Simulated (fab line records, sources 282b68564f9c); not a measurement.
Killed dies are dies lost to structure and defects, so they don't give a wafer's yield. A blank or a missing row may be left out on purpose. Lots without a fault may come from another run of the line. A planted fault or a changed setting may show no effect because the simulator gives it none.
fab line records | flow rit_cmos
record lots=16 wafers=48 last_day=7
route steps=202 shown CONTACT@173 M1@202
lots that met no fault: from a run of the same line without faults
start_h: hours from the record's first day to the start of the lot's first wafer shown | wait_h: hours since the lot's step before | " the same as in the row above | L1.1+2: a row that stands for several wafers | - no value, or no start given | * or withheld: withheld | < > ~ a bound
route shown NAME@n: a module of which the file shows steps, and the number in the route of the first | usual: mean/standard deviation of fault-free wafers | same: alike in all rows | chamber/n: place in a boat | sites: the reading at each site | _std_site: their standard deviation | _edge_site: outer sites' mean less inner sites' | radius_mm: how far each site lies from the wafer's centre | mask NAME#n: copy n | behind: the tool/chamber that last shaped the wafer | hold: why the lot was held/for how many hours/how that ended | device: the transistor (n, p or np) that didn't switch | end of line: the same wafers' tests at the end of the route | a step without rows: its recipe alone | killed: dies lost to structure and defects at the first sort, not the wafer's yield | map: a wafer's dies, x killed, . not, _ none there
set.NAME: the setting as run; set.NAME@STEP: as run at that earlier step | model.NAME: the simulator's own value behind a step, which no gauge read
steps of the route over a sample of lots; a table a step, a row a wafer
services: from which hour (start_h, from the record's first day; less than 0 if before it) a tool's chamber was out of use, for how many hours, and why
## steps
# step RIT_CONTACT_EXPOSE_05
# recipe mask_id=M11 na=0.6 source_shape=conventional sigma_outer=0.5 target_cd_nm=1000 dose_mj=250
# columns lot.wafer tool chamber start_h wait_h mask
L167.1+4+6 iline_stepper-01 0 57.77 0.2 M11#0
L168.2+3+4 iline_stepper-02 0 64.37 0.2 M11#0
L169.2+3+5 iline_stepper-02 0 67.79 0.1 M11#0
L170.2+4+6 iline_stepper-02 0 74.42 0.1 M11#0
L173.1+4+5 iline_stepper-02 0 84.10 0.1 M11#0
L174.1+2+6 iline_stepper-01 0 93.17 0.2 M11#0
L175.3+5+6 iline_stepper-01 0 93.69 0.1 M11#0
L177.2+3+5 iline_stepper-01 0 109.37 0.4 M11#0
L178.1+3+5 iline_stepper-01 0 112.43 0.1 M11#0
L179.1+2+6 iline_stepper-01 0 113.33 0.1 M11#0
L180.1+3+4 iline_stepper-01 0 121.49 0.1 M11#0
L181.2+4+6 iline_stepper-01 0 127.68 0.1 M11#0
L183.1+5+6 iline_stepper-02 0 138.81 0.2 M11#0
L185.1+2+5 iline_stepper-02 0 148.96 0.2 M11#0
L186.1+3+6 iline_stepper-02 0 165.34 0.1 M11#0
L188.2+5+6 iline_stepper-02 0 171.69 0.2 M11#0
# step RIT_CONTACT_OVL_MEAS_09
# usual CONTACT_OVL=0.5/1.7
# columns lot.wafer tool chamber start_h wait_h CONTACT_OVL[nm]
L167.1 overlay-01 - 58.41 0.1 -0.3
L167.4 " - " " 1.4
L167.6 " - " " 1.1
L168.2 overlay-02 - 65.04 0.1 5.4
L168.3 " - " " 3.4
L168.4 " - " " 4.8
L169.2 overlay-02 - 68.42 0.1 -1.0
L169.3 " - " " -1.4
L169.5 " - " " -1.7
L170.2 overlay-01 - 75.04 0.1 -0.7
L170.4 " - " " 0.1
L170.6 " - " " 0.7
L173.1 overlay-02 - 84.74 0.1 1.9
L173.4 " - " " -0.2
L173.5 " - " " 0.0
L174.1 overlay-02 - 93.95 0.1 0.2
L174.2 " - " " -1.4
L174.6 " - " " -2.2
L175.3 overlay-01 - 94.30 0.1 -0.1
L175.5 " - " " -1.6
L175.6 " - " " -0.1
L177.2 overlay-02 - 109.99 0.1 2.5
L177.3 " - " " 1.0
L177.5 " - " " 2.2
L178.1 overlay-02 - 113.07 0.1 -149.4
L178.3 " - " " -149.7
L178.5 " - " " -149.9
L179.1 overlay-02 - 113.97 0.1 -151.1
L179.2 " - " " -151.0
L179.6 " - " " -152.5
L180.1 overlay-01 - 122.13 0.1 -145.7
L180.3 " - " " -146.9
L180.4 " - " " -147.5
L181.2 overlay-01 - 128.31 0.1 -149.1
L181.4 " - " " -147.7
L181.6 " - " " -148.6
L183.1 overlay-01 - 139.45 0.1 -2.1
L183.5 " - " " 0.6
L183.6 " - " " 0.0
L185.1 overlay-02 - 149.60 0.1 2.3
L185.2 " - " " 2.1
L185.5 " - " " 0.1
L186.1 overlay-02 - 165.97 0.1 2.3
L186.3 " - " " 4.5
L186.6 " - " " 0.6
L188.2 overlay-01 - 172.32 0.1 -0.6
L188.5 " - " " -0.1
L188.6 " - " " 0.5
# step RIT_M1_PROBE_99
# usual killed_at_M0_to_M3=0.0/0.23 killed_at_contacts=0.1/0.23 killed_at_front_end=7/3 killed_dies=7/3 killed_open=3.3/2.1 killed_short=3.7/1.9
# same gross_dies=264 killed_at_M4_up=0 killed_at_back_side=0 killed_at_other=0
# columns lot.wafer tool chamber start_h wait_h killed_at_M0_to_M3 killed_at_contacts killed_at_front_end killed_dies killed_open killed_short
L177.2 prober-02 - 115.38 0.1 0 0 13 13 10 3
L177.3 prober-02 - 115.43 0.2 0 0 7 7 3 4
L177.5 prober-02 - 115.53 0.2 0 0 7 7 4 3
# killed by level:class
L177.2 SPACER:geometric_particle:open=4 FOX1:geometric_particle:open=2 SILICIDE:geometric_particle:open=2 FOX1:geometric_particle:short=1 FOX2:geometric_particle:open=1 GATE:geometric_particle:open=1 REOX:geometric_particle:short=1 SPACER:geometric_particle:short=1
L177.3 GATE:geometric_particle:short=3 GATE:geometric_particle:open=2 FOX1:geometric_particle:short=1 FOX2:geometric_particle:open=1
L177.5 ACTIVE:geometric_particle:open=1 FOX1:geometric_particle:open=1 FOX2:geometric_particle:short=1 GATE:geometric_particle:open=1 GATE:geometric_particle:short=1 REOX:geometric_particle:short=1 SPACER:geometric_particle:open=1
## services
# columns tool chamber start_h hours kind
iline_stepper-02 - 106.63 9.2 repair
iline_stepper-01 0 116.15 - calibration
## key
first_sign step=RIT_CONTACT_OVL_MEAS_09 reading=CONTACT_OVL direction=down sigmas=90 usual=0.5 struck=-149.1
effect none on later readings
met_at RIT_CONTACT_EXPOSE_05
struck_lots L178,L179,L180,L181
tester_left_out L178,L179,L180,L181
onset_between 109.37 112.43
fault kind=scanner_matching_overlay tool=iline_stepper-01 chamber=- onset_h=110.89 steps=RIT_CONTACT_EXPOSE_05 offset=-150
# tester_left_out: of these lots the tester's yield and bins aren't shown, on N5 and GAA mostly nor the transistor test; their killed dies are dies lost to structure and defects alone, not to doping, threshold or leakage, so they don't give the yield
